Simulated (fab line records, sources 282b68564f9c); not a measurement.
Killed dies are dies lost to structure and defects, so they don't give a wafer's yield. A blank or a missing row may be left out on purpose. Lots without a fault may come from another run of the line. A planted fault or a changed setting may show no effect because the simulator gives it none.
Tool commonality check | flow rit_cmos | 14 lots, 42 wafers sampled

WHY IT WAS OPENED
At RIT_GATE_CD_MEAS_16 the reading cd_nm is flagged on 2 of 14 lots. Wafers without a fault read 148.9 nm, standard deviation 2.2.
Rule: a lot is flagged when every wafer of it that has a number lies more than 4 standard deviations from that mean, or none has a number. The other lots count as sound.

lot  | measured    | on        | cd_nm (nm), wafer by wafer | flag
L365 | day 3 14:13 | cd_sem-02 | 147.9 148.3 148.0          |
L366 | day 3 19:31 | cd_sem-02 | 146.5 149.0 149.4          |
L367 | day 3 20:01 | cd_sem-01 | 145.9 145.2 147.4          |
L369 | day 3 23:45 | cd_sem-02 | 150.2 148.2 149.4          |
L368 | day 4 00:42 | cd_sem-02 | - 60.0 -                   | FLAGGED
L370 | day 4 08:35 | cd_sem-01 | - - -                      | FLAGGED
L376 | day 5 07:02 | cd_sem-01 | 149.4 149.1 149.5          |
L378 | day 5 17:35 | cd_sem-02 | 147.1 146.5 147.2          |
L381 | day 6 10:19 | cd_sem-01 | 147.2 148.9 147.9          |
L382 | day 6 13:34 | cd_sem-01 | 149.0 150.7 152.4          |
L384 | day 6 18:04 | cd_sem-01 | 151.0 150.5 151.4          |
L385 | day 7 08:13 | cd_sem-01 | 151.0 148.8 151.4          |
L386 | day 7 08:27 | cd_sem-01 | 150.2 146.4 148.4          |
L387 | day 7 12:07 | cd_sem-02 | 150.5 149.0 149.0          |
The numbers of the flagged lots are 60.0 nm on average: -88.9 nm against the usual, or -40 standard deviations.

WHICH TOOL RAN EACH LOT
The record holds 1 process step before the reading, out of a route of 202 steps. In each cell: the tool, then ch and the chambers that the sampled wafers went through, then the start.
lot  | flag    | RIT_GATE_EXPOSE_13
L365 |         | iline_stepper-01 ch 0, day 3 13:49
L366 |         | iline_stepper-02 ch 0, day 3 18:59
L367 |         | iline_stepper-01 ch 0, day 3 19:12
L369 |         | iline_stepper-02 ch 0, day 3 23:21
L368 | FLAGGED | iline_stepper-01 ch 0, day 4 00:16
L370 | FLAGGED | iline_stepper-01 ch 0, day 4 07:59
L376 |         | iline_stepper-02 ch 0, day 5 06:30
L378 |         | iline_stepper-02 ch 0, day 5 17:11
L381 |         | iline_stepper-02 ch 0, day 6 09:52
L382 |         | iline_stepper-02 ch 0, day 6 13:10
L384 |         | iline_stepper-02 ch 0, day 6 17:40
L385 |         | iline_stepper-02 ch 0, day 7 07:49
L386 |         | iline_stepper-01 ch 0, day 7 08:03
L387 |         | iline_stepper-02 ch 0, day 7 11:43
What these steps do:
- RIT_GATE_EXPOSE_13: exposes mask M6, target cd 150 nm.
- RIT_GATE_CD_MEAS_16: target cd 150 nm.

FLAGGED OVER TOTAL, TOOL BY TOOL (the gauges that took the reading come last)
step                | tool             | lots run | flagged | share of the flagged lots | sound lots run after its first flagged lot
RIT_GATE_EXPOSE_13  | iline_stepper-01 | 5        | 2       | all                       | 1 (L386)
RIT_GATE_EXPOSE_13  | iline_stepper-02 | 9        | 0       | none                      | -
RIT_GATE_CD_MEAS_16 | cd_sem-01        | 8        | 1       | some                      | 6 (L376,L381,L382,L384,L385,L386)
RIT_GATE_CD_MEAS_16 | cd_sem-02        | 6        | 1       | some                      | 2 (L378,L387)

WHAT THE TABLE ALLOWS
1 row of the table ran every flagged lot: iline_stepper-01 at RIT_GATE_EXPOSE_13.
- iline_stepper-01 at RIT_GATE_EXPOSE_13: 2 of its 5 lots flagged. Sound lots ran on it after the first flagged one (L386), which a lasting fault on the whole tool wouldn't allow.
No row of the table ran every flagged lot and no sound lot after the first.

WHAT THE SIMULATOR HAD PUT IN
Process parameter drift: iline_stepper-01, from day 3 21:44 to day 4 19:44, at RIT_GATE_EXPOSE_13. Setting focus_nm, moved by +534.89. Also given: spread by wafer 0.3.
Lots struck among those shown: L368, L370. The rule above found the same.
